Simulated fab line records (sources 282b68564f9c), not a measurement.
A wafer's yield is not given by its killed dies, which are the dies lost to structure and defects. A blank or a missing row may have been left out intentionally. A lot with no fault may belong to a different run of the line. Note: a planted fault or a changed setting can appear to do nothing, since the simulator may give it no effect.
Split-lot trial    flow rit cmos    23 wafers read across 5 lots, on a route 202 steps long

== SPLIT DETAILS ==
At RIT_PSD_IMPLANT_08, the setting energy kev was moved away from the recipe's 27 on 8 of the 23 wafers read, by -5.1% to +4.4%. This setting was run at the recipe's value on the other wafers.

== FROM THE SPLIT TO THE READING: what the file shows between them, 5 steps ==
- RIT_PSD_STRIP_09: strips in O2, time 180 s
- RIT_SDANNEAL_CLEAN_00: cleans in SC1, time 600 s
- RIT_SDANNEAL_CLEAN_01: cleans in dHF, time 30 s
- RIT_SDANNEAL_CLEAN_02: cleans in SC2, time 600 s
- RIT_SDANNEAL_RTA_03: time 5 s

== THE READING ==
At RIT_SDANNEAL_RS_MEAS_04, a four-point-probe measurement gives PSD_RS in ohm/sq. A value of 115.99 ohm/sq with a standard deviation of 0.28 ohm/sq is what fault-free wafers of this fab line usually give.

wafer   tool, chamber at the split  energy kev as run  against the recipe  PSD_RS, ohm/sq  against lot-mates on the recipe
L075.1  implanter-03, 0             27                 recipe              115.92          -
L075.2  implanter-03, 0             27                 recipe              116.22          -
L075.3  implanter-03, 0             27                 recipe              116.19          -
L075.4  implanter-03, 0             27                 recipe              116.14          -
L075.5  implanter-03, 0             27                 recipe              116.06          -
L076.1  implanter-02, 0             27                 recipe              115.57          -
L076.4  implanter-02, 0             27                 recipe              115.59          -
L076.5  implanter-02, 0             27                 recipe              115.44          -
L080.1  implanter-01, 0             27                 recipe              115.70          -
L080.2  implanter-01, 0             27.9               +3.3%               113.84          -2.01
L080.3  implanter-01, 0             27.9               +3.3%               114.28          -1.57
L080.4  implanter-01, 0             27.9               +3.3%               114.11          -1.74
L080.5  implanter-01, 0             27                 recipe              116.00          -
L082.1  implanter-01, 0             27                 recipe              116.14          -
L082.2  implanter-01, 0             28.19              +4.4%               113.29          -2.87
L082.3  implanter-01, 0             28.19              +4.4%               113.38          -2.78
L082.4  implanter-01, 0             27                 recipe              116.19          -
L082.5  implanter-01, 0             28.19              +4.4%               113.40          -2.76
L085.2  implanter-03, 0             25.62              -5.1%               119.01          +3.34
L085.3  implanter-03, 0             27                 recipe              115.67          -
L085.4  implanter-03, 0             25.62              -5.1%               118.44          +2.77
L085.5  implanter-03, 0             27                 recipe              115.73          -
L085.6  implanter-03, 0             27                 recipe              115.61          -

FIT RESULTS
A straight line over all 23 wafers: PSD_RS changes by -0.559 ohm/sq for each +1% of energy kev; r = -0.98; the points scatter about the line by 0.25 ohm/sq.
The same after taking each lot's own level away (the mean of its wafers on the recipe; 23 wafers): -0.599 ohm/sq for each +1%; r = -0.99; scatter 0.17 ohm/sq.
Per that fit: largest energy kev move, reading shift of 3.1 ohm/sq.
Across the lots, their own levels run from 115.533 to 116.165 ohm/sq, a range of 2.3 times the standard deviation given above.
Consequently the slope shifts little with the lot-to-lot level, the two slopes agreeing.
Check: +2.96 ohm/sq against its lot-mates is what the line predicts for one of the wafers moved furthest among these (-5.1%) when that wafer is left out of the fit. Against them it came out at +3.34 ohm/sq.

== THE OTHER SPLITS THESE WAFERS WENT THROUGH ==
Other splits were also applied to these wafers ahead of the reading. Each is held against what the fit with the lots' levels taken away leaves over:
other split on the same wafers   wafers away from the commonest value  r with PSD_RS (lot level and that fit taken away)
RIT_SPACER_CVD_03 nh3 flow sccm  15                                    +0.01
RIT_NSD_IMPLANT_08 energy kev    8                                     -0.22
RIT_PSD_COAT_01 spin rpm         7                                     -0.01

== THE WHOLE CHAIN: every reading that the file lists as answering this split, in the file's order ==
step                     what it does                  reading                                                          change (the file's fit)                 r (the file's)
RIT_PSD_IMPLANT_08                                     implant.rp nm (the simulator's own value, which no gauge read)   +0.18 nm for each +1% of the setting    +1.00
RIT_PSD_IMPLANT_08                                     implant.drp nm (the simulator's own value, which no gauge read)  +0.0848 nm for each +1% of the setting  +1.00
RIT_SDANNEAL_RS_MEAS_04  measures by four-point-probe  PSD_RS                                                           -0.597 for each +1% of the setting      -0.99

== FILE'S OWN FIT ==
PSD_RS changes by -0.597 ohm/sq for each +1% of energy kev, r = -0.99.
